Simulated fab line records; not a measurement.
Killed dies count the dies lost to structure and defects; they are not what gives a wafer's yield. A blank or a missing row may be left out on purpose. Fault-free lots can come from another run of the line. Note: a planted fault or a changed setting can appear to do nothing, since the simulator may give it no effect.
fab line records	flow berkeley_cmos170
[record] lots = 5	wafers = 15	last_day = 13
route steps=331 shown V2@296 M3@309
lots that met no fault: taken from a fault-free run of the same line
start_h: the number of hours between the record's first day and the start of the first shown wafer of the lot	wait_h: hours since the lot's step before	" same as the row above	L1.1+2: several wafers, shown together as one row	- value missing, or start not given	* or withheld: withheld	< > ~ a bound
route shown NAME@n: names a module that has steps shown in the file, with the first one's number in the route	usual: mean/standard deviation taken from wafers without a fault	same: alike in all rows	chamber/n: place in a boat	sites: the reading at each site	_std_site: their standard deviation	_edge_site: inner sites' mean taken away from outer sites' mean	radius_mm: how far each site lies from the wafer's centre	mask NAME#n: copy n	behind: the tool/chamber that last shaped the wafer	hold: the reason the lot was held/the length of the hold in hours/how it ended	device: transistor that didn't switch, given as n, p or np	end of line: the same wafers' tests at the end of the route	a step given without rows: its recipe and nothing more	killed: not the wafer's yield, but the dies lost to structure and defects at the first sort	map: dies across one wafer; x = killed, . = not, _ = none there
set.NAME: the setting that was run; set.NAME@STEP: the one run at that earlier step	model.NAME: the simulator's own value behind a step, which no gauge read
lots seen at some steps along the route; tables by step, rows by wafer
services: when a tool's chamber went out of use (start_h, in hours from the record's first day, below 0 if earlier), for how many hours, and the reason
[[steps]]
[step UCB170_V2_THK_MEAS_04]
[recipe] reads = SiO2_of_V2_CVD_00
[usual] V2_POLISHED_THK = 1000.7/1.4
lot.wafer	tool	chamber	start_h	wait_h	V2_POLISHED_THK[nm]
L074.2	film_metro-02	-	183.96	0.1	1000.2
L074.5	"	-	"	"	999.8
L074.6	"	-	"	"	999.4
L076.1	film_metro-02	-	192.02	0.1	999.8
L076.3	"	-	"	"	997.3
L076.4	"	-	"	"	1000.1
L093.2	film_metro-02	-	282.82	0.1	1000.7
L093.3	"	-	"	"	1001.4
L093.5	"	-	"	"	999.8
L094.3	film_metro-02	-	285.31	0.1	1001.4
L094.4	"	-	"	"	1002.4
L094.6	"	-	"	"	1000.0
L096.2	film_metro-01	-	299.61	0.1	1000.3
L096.5	"	-	"	"	999.1
L096.6	"	-	"	"	998.7
[step UCB170_V2_CLEAN_05]
[recipe] chemistry = DIW
lot.wafer	tool	chamber	start_h	wait_h
L074.2+5+6	wet_bench-02	3	184.01	0.0
L076.1+3+4	wet_bench-03	2	192.08	0.1
L093.2+3+5	wet_bench-01	1	282.87	0.0
L094.3+4+6	wet_bench-02	0	285.38	0.1
L096.2+5+6	wet_bench-01	3	300.27	0.6
[step UCB170_V2_HMDS_06]
[recipe] prime_time_s = 60	prime_temp_c = 100
lot.wafer	tool	chamber	start_h	wait_h
L074.2+5+6	litho_track-02	0	184.23	0.0
L076.1+3+4	litho_track-01	0	193.15	0.9
L093.2+3+5	litho_track-02	0	283.16	0.1
L094.3+4+6	litho_track-04	0	285.66	0.1
L096.2+5+6	litho_track-01	0	300.64	0.0
[step UCB170_V2_COAT_07]
[recipe] resist = KrF	spin_rpm = 1500	resist_thk_nm = 900
lot.wafer	tool	chamber	start_h	wait_h
L074.2+5+6	litho_track-02	0	184.38	0.1
L076.1+3+4	litho_track-01	0	193.30	0.1
L093.2+3+5	litho_track-02	0	283.31	0.1
L094.3+4+6	litho_track-04	0	285.81	0.1
L096.2+5+6	litho_track-01	0	300.79	0.1
[step UCB170_V2_SOFTBAKE_08]
[recipe] resist = KrF	temp_c = 130	time_s = 60
lot.wafer	tool	chamber	start_h	wait_h
L074.2+5+6	litho_track-02	0	184.53	0.1
L076.1+3+4	litho_track-01	0	193.45	0.1
L093.2+3+5	litho_track-02	0	283.46	0.1
L094.3+4+6	litho_track-04	0	285.96	0.1
L096.2+5+6	litho_track-01	0	300.94	0.1
[step UCB170_V2_EXPOSE_09]
[recipe] mask_id = VIA2	target_cd_nm = 700	na = 0.5	sigma_outer = 0.6	source_shape = conventional	dose_mj = 37
lot.wafer	tool	chamber	start_h	wait_h	mask
L074.2+5+6	krf_scanner-01	0	184.79	0.2	VIA2#0
L076.1+3+4	krf_scanner-02	0	193.72	0.2	VIA2#0
L093.2+3+5	krf_scanner-01	0	283.60	0.1	VIA2#0
L094.3+4+6	krf_scanner-02	0	286.23	0.2	VIA2#0
L096.2+5+6	krf_scanner-02	0	301.33	0.4	VIA2#0
[step UCB170_V2_PEB_10]
[recipe] peb_temp_c = 130	peb_time_s = withheld	resist = KrF
lot.wafer	tool	chamber	start_h	wait_h
L074.2+5+6	litho_track-04	0	184.92	0.1
L076.1+3+4	litho_track-04	0	193.93	0.2
L093.2+3+5	litho_track-02	0	283.88	0.3
L094.3+4+6	litho_track-01	0	286.36	0.1
L096.2+5+6	litho_track-02	0	301.45	0.1
[step UCB170_V2_DEVELOP_11]
[recipe] developer = TMAH	develop_time_s = 45	resist = KrF	dev_temp_c = 21
lot.wafer	tool	chamber	start_h	wait_h
L074.2+5+6	litho_track-04	0	-	-
L076.1+3+4	litho_track-04	0	-	-
L093.2+3+5	litho_track-02	0	-	-
L094.3+4+6	litho_track-01	0	-	-
L096.2+5+6	litho_track-02	0	-	-
[step UCB170_V2_CD_MEAS_12]
[recipe] target_cd_nm = 700
[usual] cd_nm = 700.1/1.6
lot.wafer	tool	chamber	start_h	wait_h	cd_nm
L074.2	cd_sem-02	-	185.19	-	701.0
L074.5	"	-	"	"	701.5
L074.6	"	-	"	"	700.2
L076.1	cd_sem-01	-	194.25	-	698.8
L076.3	"	-	"	"	699.8
L076.4	"	-	"	"	699.0
L093.2	cd_sem-01	-	284.15	-	699.9
L093.3	"	-	"	"	700.3
L093.5	"	-	"	"	700.9
L094.3	cd_sem-02	-	286.62	-	699.5
L094.4	"	-	"	"	699.0
L094.6	"	-	"	"	701.3
L096.2	cd_sem-01	-	301.72	-	700.2
L096.5	"	-	"	"	700.7
L096.6	"	-	"	"	701.0
[step UCB170_V2_OVL_MEAS_13]
[usual] V2_OVL = 0/6.6
lot.wafer	tool	chamber	start_h	wait_h	V2_OVL[nm]
L074.2	overlay-01	-	185.29	0.1	5
L074.5	"	-	"	"	8
L074.6	"	-	"	"	6
L076.1	overlay-02	-	194.37	0.1	9
L076.3	"	-	"	"	7
L076.4	"	-	"	"	2
L093.2	overlay-01	-	284.26	0.1	3
L093.3	"	-	"	"	10
L093.5	"	-	"	"	4
L094.3	overlay-01	-	286.71	0.1	8
L094.4	"	-	"	"	8
L094.6	"	-	"	"	8
L096.2	overlay-02	-	301.82	0.1	15
L096.5	"	-	"	"	-1
L096.6	"	-	"	"	5
[step UCB170_V2_ETCH_14]
[recipe] chemistry = CHF3/CF4/Ar	target = SiO2	stop_on = Al	CHF3_flow_sccm = 45	cf4_flow_sccm = 15	Ar_flow_sccm = 150	pressure_mtorr = 200	rf_w = 700	target_depth_a = 12500	over_etch_frac = 0.25	time_s = 291
[usual] drypump_motor_current_A = 5.6/0.53	oes_product_au = 0.879/0.013	throttle_valve_pct = 6.96/0.14
lot.wafer	tool	chamber	start_h	wait_h	drypump_motor_current_A	oes_product_au	rf_hours_counter_h	throttle_valve_pct
L074.2	rie_diel-01	2	185.32	0.0	5.6	0.873	17	6.95
L074.5	"	0	"	"	6.4	0.851	-	6.83
L074.6	"	2	"	"	5.6	0.874	-	6.95
L076.1	rie_diel-02	0	194.41	0.0	5.3	0.891	10	6.91
L076.3	"	1	"	"	5.8	0.876	92	7.09
L076.4	"	3	"	"	5.1	0.883	11	6.99
L093.2	rie_diel-03	2	284.29	0.0	6.2	0.881	17	7.10
L093.3	"	1	"	"	5.2	0.879	80	7.19
L093.5	"	0	"	"	6.6	0.892	-	6.83
L094.3	rie_diel-01	1	286.74	0.0	4.9	0.902	5	6.80
L094.4	"	0	"	"	6.4	0.863	2	6.81
L094.6	"	0	"	"	6.4	0.868	-	6.84
L096.2	rie_diel-02	2	301.85	0.0	5.7	0.870	11	7.12
L096.5	"	2	"	"	5.7	0.862	-	7.14
L096.6	"	3	"	"	5.1	0.888	-	6.98
[step UCB170_V2_STRIP_15]
[recipe] chemistry = O2	power_w = 400	pressure_mtorr = 3500	platen_temp_c = withheld	o2_flow_sccm = 400	overash_fraction = 0.5
[usual] drypump_motor_current_A = 5.6/0.45	oes_product_au = 0.722/0.0046	strip_time_to_endpoint_s = 15.36/0.12
lot.wafer	tool	chamber	start_h	wait_h	drypump_motor_current_A	oes_product_au	rf_hours_counter_h	strip_time_to_endpoint_s
L074.2	plasma_asher-01	1	185.50	0.1	5.6	0.721	8	15.43
L074.5	"	0	"	"	6.2	0.731	-	15.22
L074.6	"	1	"	"	5.6	0.720	-	15.45
L076.1	plasma_asher-04	1	194.58	0.1	5.9	0.715	45	15.56
L076.3	"	1	"	"	5.9	0.722	-	15.47
L076.4	"	0	"	"	5.1	0.716	-	15.33
L093.2	plasma_asher-04	0	284.46	0.1	5.1	0.723	54	15.31
L093.3	"	0	"	"	5.1	0.729	-	15.33
L093.5	"	1	"	"	6.0	0.720	-	15.33
L094.3	plasma_asher-01	1	286.95	0.1	5.6	0.719	-	15.25
L094.4	"	0	"	"	6.2	0.728	-	15.29
L094.6	"	0	"	"	6.2	0.723	-	15.23
L096.2	plasma_asher-01	0	302.03	0.1	6.2	0.715	21	15.44
L096.5	"	0	"	"	6.2	0.716	-	15.37
L096.6	"	1	"	"	5.6	0.734	-	15.32
[step UCB170_V2_CD_MEAS_90]
[recipe] target_cd_nm = 700
[usual] cd_nm = 700.1/1.7
lot.wafer	tool	chamber	start_h	wait_h	cd_nm
L074.2	cd_sem-02	-	185.62	0.1	700.9
L074.5	"	-	"	"	702.4
L074.6	"	-	"	"	700.3
L076.1	cd_sem-01	-	194.68	0.1	698.7
L076.3	"	-	"	"	699.0
L076.4	"	-	"	"	698.6
L093.2	cd_sem-01	-	284.58	0.1	698.6
L093.3	"	-	"	"	700.4
L093.5	"	-	"	"	701.6
L094.3	cd_sem-02	-	287.05	0.1	700.5
L094.4	"	-	"	"	699.8
L094.6	"	-	"	"	701.1
L096.2	cd_sem-02	-	302.15	0.1	699.8
L096.5	"	-	"	"	700.2
L096.6	"	-	"	"	700.0
[step UCB170_M3_PRE_CLEAN_00]
[recipe] gas = Ar	preclean_etch_time_s = 60
lot.wafer	tool	chamber	start_h	wait_h
L074.2+5+6	pvd_sputter-02	-	185.72	0.1
L076.1+3+4	pvd_sputter-01	-	194.80	0.1
L093.2+3+5	pvd_sputter-02	-	284.68	0.1
L094.3+4+6	pvd_sputter-04	-	287.13	0.1
L096.2+5+6	pvd_sputter-01	-	302.25	0.1
[step UCB170_M3_SPUTTER_01]
[recipe] material = Al	target_thk_nm = 900	time_s = 120	power_w = 6000	chamber_pressure_pa = 0.5
[usual] throttle_valve_pct = 29.4/1.4
lot.wafer	tool	chamber	start_h	wait_h	throttle_valve_pct
L074.2	pvd_sputter-02	-	185.79	0.0	30.9
L074.5	"	-	"	"	28.3
L074.6	"	-	"	"	29.0
L076.1	pvd_sputter-01	-	194.87	0.0	30.4
L076.3	"	-	"	"	27.6
L076.4	"	-	"	"	28.9
L093.2	pvd_sputter-02	-	284.75	0.0	29.5
L093.3	"	-	"	"	30.7
L093.5	"	-	"	"	29.5
L094.3	pvd_sputter-04	-	287.21	0.0	30.2
L094.4	"	-	"	"	31.9
L094.6	"	-	"	"	27.2
L096.2	pvd_sputter-01	-	302.32	0.0	27.8
L096.5	"	-	"	"	30.8
L096.6	"	-	"	"	27.6
[step UCB170_M3_RS_MEAS_02]
[recipe] thk_meas_gauge = four-point-probe	reads = Al_of_M3_SPUTTER_01
[usual] M3_AL_RS = 0.0323/0.00033
lot.wafer	tool	chamber	start_h	wait_h	M3_AL_RS[ohm/sq]
L074.2	film_metro-04	-	185.89	0.1	0.0317
L074.5	"	-	"	"	0.0321
L074.6	"	-	"	"	0.0325
L076.1	film_metro-04	-	194.95	0.0	0.0326
L076.3	"	-	"	"	0.0325
L076.4	"	-	"	"	0.0325
L093.2	film_metro-04	-	284.85	0.1	0.0328
L093.3	"	-	"	"	0.0326
L093.5	"	-	"	"	0.0327
L094.3	film_metro-01	-	287.34	0.1	0.0322
L094.4	"	-	"	"	0.0320
L094.6	"	-	"	"	0.0325
L096.2	film_metro-01	-	302.42	0.1	0.0322
L096.5	"	-	"	"	0.0324
L096.6	"	-	"	"	0.0322
[step UCB170_M3_THK_MEAS_03]
[recipe] thk_meas_gauge = xrf	reads = Al_of_M3_SPUTTER_01
[usual] M3_AL_THK = 902/10
lot.wafer	tool	chamber	start_h	wait_h	M3_AL_THK[nm]
L074.2	film_metro-04	-	186.00	0.1	913
L074.5	"	-	"	"	902
L074.6	"	-	"	"	894
L076.1	film_metro-04	-	195.07	0.1	891
L076.3	"	-	"	"	897
L076.4	"	-	"	"	893
L093.2	film_metro-04	-	284.96	0.1	882
L093.3	"	-	"	"	891
L093.5	"	-	"	"	891
L094.3	film_metro-01	-	287.44	0.1	901
L094.4	"	-	"	"	915
L094.6	"	-	"	"	902
L096.2	film_metro-01	-	302.53	0.1	905
L096.5	"	-	"	"	904
L096.6	"	-	"	"	905
[step UCB170_M3_HMDS_04]
[recipe] prime_time_s = 60	prime_temp_c = 100
lot.wafer	tool	chamber	start_h	wait_h
L074.2+5+6	litho_track-02	0	186.52	0.5
L076.1+3+4	litho_track-03	0	195.13	0.1
L093.2+3+5	litho_track-03	0	285.05	0.1
L094.3+4+6	litho_track-04	0	287.53	0.1
L096.2+5+6	litho_track-02	0	302.62	0.1
[step UCB170_M3_COAT_05]
[recipe] resist = KrF	spin_rpm = 1500	resist_thk_nm = 900
lot.wafer	tool	chamber	start_h	wait_h
L074.2+5+6	litho_track-02	0	186.67	0.1
L076.1+3+4	litho_track-03	0	195.28	0.1
L093.2+3+5	litho_track-03	0	285.20	0.1
L094.3+4+6	litho_track-04	0	287.68	0.1
L096.2+5+6	litho_track-02	0	302.77	0.1
[step UCB170_M3_SOFTBAKE_06]
[recipe] resist = KrF	temp_c = 130	time_s = 60
lot.wafer	tool	chamber	start_h	wait_h
L074.2+5+6	litho_track-02	0	186.82	0.1
L076.1+3+4	litho_track-03	0	195.43	0.1
L093.2+3+5	litho_track-03	0	285.35	0.1
L094.3+4+6	litho_track-04	0	287.83	0.1
L096.2+5+6	litho_track-02	0	302.92	0.1
[step UCB170_M3_STRIP_07]
[recipe] chemistry = O2	power_w = 400	pressure_mtorr = 3500	platen_temp_c = withheld	o2_flow_sccm = 400	overash_fraction = 0.5
[usual] drypump_motor_current_A = 5.5/0.44	oes_product_au = 0.735/0.0044	strip_time_to_endpoint_s = 21.97/0.062
lot.wafer	tool	chamber	start_h	wait_h	drypump_motor_current_A	oes_product_au	rf_hours_counter_h	strip_time_to_endpoint_s
L074.2	plasma_asher-03	0	186.95	0.1	4.9	0.730	41	22.02
L074.5	"	1	"	"	5.8	0.729	-	22.04
L074.6	"	0	"	"	4.9	0.742	-	22.04
L076.1	plasma_asher-01	1	195.58	0.1	5.6	0.736	9	21.98
L076.3	"	0	"	"	6.2	0.738	-	22.01
L076.4	"	1	"	"	5.6	0.731	-	21.96
L093.2	plasma_asher-02	1	285.47	0.1	5.0	0.737	56	21.91
L093.3	"	0	"	"	5.5	0.736	-	21.87
L093.5	"	1	"	"	5.0	0.740	-	21.94
L094.3	plasma_asher-03	1	287.97	0.1	5.8	0.739	-	22.04
L094.4	"	0	"	"	4.9	0.735	-	22.01
L094.6	"	0	"	"	4.9	0.743	-	21.98
L096.2	plasma_asher-02	1	303.05	0.1	5.0	0.738	58	22.05
L096.5	"	0	"	"	5.5	0.736	-	22.03
L096.6	"	1	"	"	5.0	0.734	-	22.03
[step UCB170_M3_STRIP_08]
[recipe] chemistry = DMSO	temp_c = 80	time_s = 600	material = KrF
lot.wafer	tool	chamber	start_h	wait_h
L074.2+5+6	wet_bench-04	3	187.05	0.1
L076.1+3+4	wet_bench-04	2	196.72	1.1
L093.2+3+5	wet_bench-02	0	285.90	0.4
L094.3+4+6	wet_bench-02	3	288.03	0.0
L096.2+5+6	wet_bench-02	3	303.15	0.1
[step UCB170_M3_COAT_09]
[recipe] resist = BARC	temp_c = withheld	time_s = withheld	spin_rpm = 3000	resist_thk_nm = withheld
lot.wafer	tool	chamber	start_h	wait_h
L074.2+5+6	litho_track-04	0	187.37	0.1
L076.1+3+4	litho_track-04	0	197.35	0.5
L093.2+3+5	litho_track-04	0	286.10	0.0
L094.3+4+6	litho_track-02	0	288.26	0.1
L096.2+5+6	litho_track-02	0	303.52	0.2
[step UCB170_M3_COAT_10]
[recipe] resist = KrF	spin_rpm = 1500	resist_thk_nm = 900
lot.wafer	tool	chamber	start_h	wait_h
L074.2+5+6	litho_track-04	0	-	-
L076.1+3+4	litho_track-04	0	-	-
L093.2+3+5	litho_track-04	0	-	-
L094.3+4+6	litho_track-02	0	-	-
L096.2+5+6	litho_track-02	0	-	-
[step UCB170_M3_SOFTBAKE_11]
[recipe] resist = KrF	temp_c = 130	time_s = 60
lot.wafer	tool	chamber	start_h	wait_h
L074.2+5+6	litho_track-04	0	-	-
L076.1+3+4	litho_track-04	0	-	-
L093.2+3+5	litho_track-04	0	-	-
L094.3+4+6	litho_track-02	0	-	-
L096.2+5+6	litho_track-02	0	-	-
[step UCB170_M3_EXPOSE_12]
[recipe] mask_id = METAL3	target_cd_nm = 700	na = 0.5	sigma_outer = 0.6	source_shape = conventional	dose_mj = 26
lot.wafer	tool	chamber	start_h	wait_h	mask
L074.2+5+6	krf_scanner-01	0	187.94	-	METAL3#0
L076.1+3+4	krf_scanner-02	0	198.07	-	METAL3#0
L093.2+3+5	krf_scanner-02	0	286.79	-	METAL3#0
L094.3+4+6	krf_scanner-02	0	288.70	-	METAL3#0
L096.2+5+6	krf_scanner-01	0	304.04	-	METAL3#0
[step UCB170_M3_PEB_13]
[recipe] peb_temp_c = 130	peb_time_s = withheld	resist = KrF
lot.wafer	tool	chamber	start_h	wait_h
L074.2+5+6	litho_track-04	0	188.06	0.1
L076.1+3+4	litho_track-03	0	198.90	0.8
L093.2+3+5	litho_track-04	0	286.91	0.1
L094.3+4+6	litho_track-03	0	288.95	0.2
L096.2+5+6	litho_track-03	0	304.25	0.2
[step UCB170_M3_DEVELOP_14]
[recipe] developer = TMAH	develop_time_s = 45	resist = KrF	dev_temp_c = 21
lot.wafer	tool	chamber	start_h	wait_h
L074.2+5+6	litho_track-04	0	-	-
L076.1+3+4	litho_track-03	0	-	-
L093.2+3+5	litho_track-04	0	-	-
L094.3+4+6	litho_track-03	0	-	-
L096.2+5+6	litho_track-03	0	-	-
[step UCB170_M3_CD_MEAS_15]
[recipe] target_cd_nm = 700
[usual] cd_nm = 699.9/1.4
lot.wafer	tool	chamber	start_h	wait_h	cd_nm
L074.2	cd_sem-02	-	188.33	-	700.1
L074.5	"	-	"	"	700.1
L074.6	"	-	"	"	699.5
L076.1	cd_sem-02	-	199.23	-	701.7
L076.3	"	-	"	"	701.1
L076.4	"	-	"	"	701.7
L093.2	cd_sem-02	-	287.18	-	699.1
L093.3	"	-	"	"	698.9
L093.5	"	-	"	"	699.9
L094.3	cd_sem-02	-	289.21	-	698.8
L094.4	"	-	"	"	699.6
L094.6	"	-	"	"	698.4
L096.2	cd_sem-01	-	304.52	-	700.0
L096.5	"	-	"	"	699.8
L096.6	"	-	"	"	700.0
[step UCB170_M3_OVL_MEAS_16]
[usual] M3_OVL = 3/6.1
lot.wafer	tool	chamber	start_h	wait_h	M3_OVL[nm]
L074.2	overlay-01	-	188.43	0.1	-7
L074.5	"	-	"	"	-4
L074.6	"	-	"	"	-6
L076.1	overlay-01	-	199.35	0.1	7
L076.3	"	-	"	"	3
L076.4	"	-	"	"	7
L093.2	overlay-02	-	287.28	0.1	4
L093.3	"	-	"	"	-2
L093.5	"	-	"	"	0
L094.3	overlay-01	-	289.30	0.1	2
L094.4	"	-	"	"	-1
L094.6	"	-	"	"	1
L096.2	overlay-01	-	304.63	0.1	14
L096.5	"	-	"	"	16
L096.6	"	-	"	"	1
[step UCB170_M3_ETCH_17]
[recipe] chemistry = N2/H2	target_depth_a = withheld	overetch_a = withheld	target = BARC	time_s = withheld	source_w = 500	bias_w = 100	pressure_mtorr = 30	n2_flow_sccm = 100	h2_flow_sccm = 200
[usual] drypump_motor_current_A = 5.6/0.55	oes_product_au = 1.003/0.019	throttle_valve_pct = 13.30/0.2
lot.wafer	tool	chamber	start_h	wait_h	drypump_motor_current_A	oes_product_au	throttle_valve_pct
L074.2	rie_diel-04	0	188.46	0.0	5.2	1.027	13.45
L074.5	"	2	"	"	5.3	0.969	13.68
L074.6	"	1	"	"	6.6	1.007	13.22
L076.1	rie_diel-04	0	199.38	0.0	5.1	1.040	13.44
L076.3	"	1	"	"	6.7	1.005	13.22
L076.4	"	3	"	"	5.6	0.999	13.09
L093.2	rie_diel-01	0	287.31	0.0	6.4	0.993	13.17
L093.3	"	3	"	"	5.1	1.019	13.40
L093.5	"	0	"	"	6.4	1.002	13.17
L094.3	rie_diel-01	0	289.33	0.0	6.4	1.015	13.18
L094.4	"	3	"	"	5.1	1.018	13.40
L094.6	"	1	"	"	4.9	1.028	13.06
L096.2	rie_diel-01	1	304.66	0.0	4.9	1.027	13.04
L096.5	"	2	"	"	5.7	0.966	13.16
L096.6	"	3	"	"	5.1	1.014	13.41
[step UCB170_M3_METAL_ETCH_18]
[recipe] chemistry = Cl2/BCl3	target = Al	stop_on = SiO2	pressure_mtorr = 12	target_depth_a = 11700	over_etch_frac = 0.3	time_s = 195	icp_w = 600	bias_w = 120	Cl2_flow_sccm = 90	bcl3_flow_sccm = 45
[usual] drypump_motor_current_A = 5.2/0.35	mfc_cl2_sccm = 90.0/0.31	oes_product_au = 0.855/0.011	throttle_valve_pct = 24.45/0.17
lot.wafer	tool	chamber	start_h	wait_h	drypump_motor_current_A	mfc_cl2_sccm	oes_product_au	rf_hours_counter_h	throttle_valve_pct
L074.2	rie_metal-01	1	188.51	-	5.1	89.6	0.870	9	24.31
L074.5	"	0	"	"	5.4	89.7	0.858	-	24.21
L074.6	"	1	"	"	5.0	89.7	0.858	-	24.32
L076.1	rie_metal-02	0	199.42	-	5.8	90.0	0.868	10	24.37
L076.3	"	1	"	"	4.9	90.2	0.847	-	24.54
L076.4	"	0	"	"	5.8	89.5	0.866	-	24.37
L093.2	rie_metal-01	0	287.36	-	5.4	90.1	0.859	4	24.23
L093.3	"	1	"	"	5.1	90.1	0.854	-	24.33
L093.5	"	0	"	"	5.4	90.0	0.845	-	24.21
L094.3	rie_metal-03	0	289.43	-	5.8	90.4	0.831	-	24.59
L094.4	"	1	"	"	5.4	90.5	0.872	-	24.77
L094.6	"	0	"	"	5.8	89.7	0.836	-	24.59
L096.2	rie_metal-01	0	304.70	-	5.4	89.8	0.857	5	24.20
L096.5	"	0	"	"	5.4	90.0	0.847	-	24.22
L096.6	"	1	"	"	5.1	89.9	0.861	-	24.33
[step UCB170_M3_STRIP_19]
[recipe] chemistry = O2	power_w = 400	pressure_mtorr = 3500	platen_temp_c = withheld	o2_flow_sccm = 400	overash_fraction = 0.5
[usual] drypump_motor_current_A = 5.5/0.45	oes_product_au = 0.535/0.017
lot.wafer	tool	chamber	start_h	wait_h	drypump_motor_current_A	oes_product_au	rf_hours_counter_h
L074.2	plasma_asher-03	1	188.69	0.1	5.8	0.523	41
L074.5	"	1	"	"	5.7	0.523	-
L074.6	"	0	"	"	4.9	0.529	-
L076.1	plasma_asher-01	1	199.61	0.1	5.6	0.554	10
L076.3	"	1	"	"	5.6	0.548	-
L076.4	"	0	"	"	6.2	0.541	-
L093.2	plasma_asher-02	0	287.54	0.1	5.5	0.526	56
L093.3	"	0	"	"	5.5	0.523	-
L093.5	"	1	"	"	5.0	0.521	-
L094.3	plasma_asher-02	0	289.59	0.1	5.4	0.518	-
L094.4	"	1	"	"	5.0	0.537	-
L094.6	"	0	"	"	5.5	0.527	-
L096.2	plasma_asher-01	0	304.89	0.1	6.2	0.509	21
L096.5	"	1	"	"	5.6	0.523	-
L096.6	"	0	"	"	6.2	0.530	-
[step UCB170_M3_CD_MEAS_90]
[recipe] target_cd_nm = 700
[usual] cd_nm = 702/3.1
lot.wafer	tool	chamber	start_h	wait_h	cd_nm
L074.2	cd_sem-01	-	188.81	0.1	699
L074.5	"	-	"	"	697
L074.6	"	-	"	"	698
L076.1	cd_sem-02	-	200.07	0.4	701
L076.3	"	-	"	"	701
L076.4	"	-	"	"	700
L093.2	cd_sem-02	-	287.66	0.1	698
L093.3	"	-	"	"	700
L093.5	"	-	"	"	699
L094.3	cd_sem-02	-	289.70	0.1	704
L094.4	"	-	"	"	701
L094.6	"	-	"	"	705
L096.2	cd_sem-02	-	305.01	0.1	701
L096.5	"	-	"	"	702
L096.6	"	-	"	"	701
[step UCB170_M3_BOW_MEAS_20]
[recipe] mode = bow
[usual] M3_BOW = 34/7.3
lot.wafer	tool	chamber	start_h	wait_h	M3_BOW[um]
L074.2	film_metro-01	-	188.93	0.1	36
L074.5	"	-	"	"	42
L074.6	"	-	"	"	34
L076.1	film_metro-04	-	200.19	0.1	42
L076.3	"	-	"	"	41
L076.4	"	-	"	"	39
L093.2	film_metro-03	-	287.78	0.1	41
L093.3	"	-	"	"	33
L093.5	"	-	"	"	23
L094.3	film_metro-04	-	289.82	0.1	34
L094.4	"	-	"	"	22
L094.6	"	-	"	"	34
L096.2	film_metro-01	-	305.13	0.1	48
L096.5	"	-	"	"	28
L096.6	"	-	"	"	41
[[services]]
tool	chamber	start_h	hours	kind
krf_scanner-01	-	160.61	0.8	repair
plasma_asher-01	-	168.48	2.8	pm
pvd_sputter-02	-	168.60	2.0	repair
rie_metal-03	-	170.19	1.4	pm
krf_scanner-02	-	170.95	0.8	pm
rie_diel-02	-	173.19	14.6	pm
krf_scanner-02	-	183.37	0.7	repair
rie_metal-03	1	184.27	7.4	repair
rie_diel-04	2	198.68	5.7	repair
rie_metal-02	0	204.70	2.4	repair
krf_scanner-01	-	221.85	0.6	repair
rie_metal-03	-	223.03	0.6	repair
krf_scanner-01	-	223.90	0.6	repair
krf_scanner-02	-	225.19	1.2	repair
plasma_asher-02	-	237.96	3.0	repair
rie_metal-01	0	244.66	28.9	repair
rie_diel-01	1	257.55	6.3	repair
rie_diel-02	-	260.25	15.6	pm
rie_metal-03	-	272.54	2.8	pm
krf_scanner-02	-	279.16	3.6	pm
krf_scanner-02	-	284.57	1.0	pm
krf_scanner-01	-	287.92	0.8	pm
krf_scanner-01	-	288.67	3.6	pm
krf_scanner-02	-	302.63	2.1	repair
[[key]]
fault none
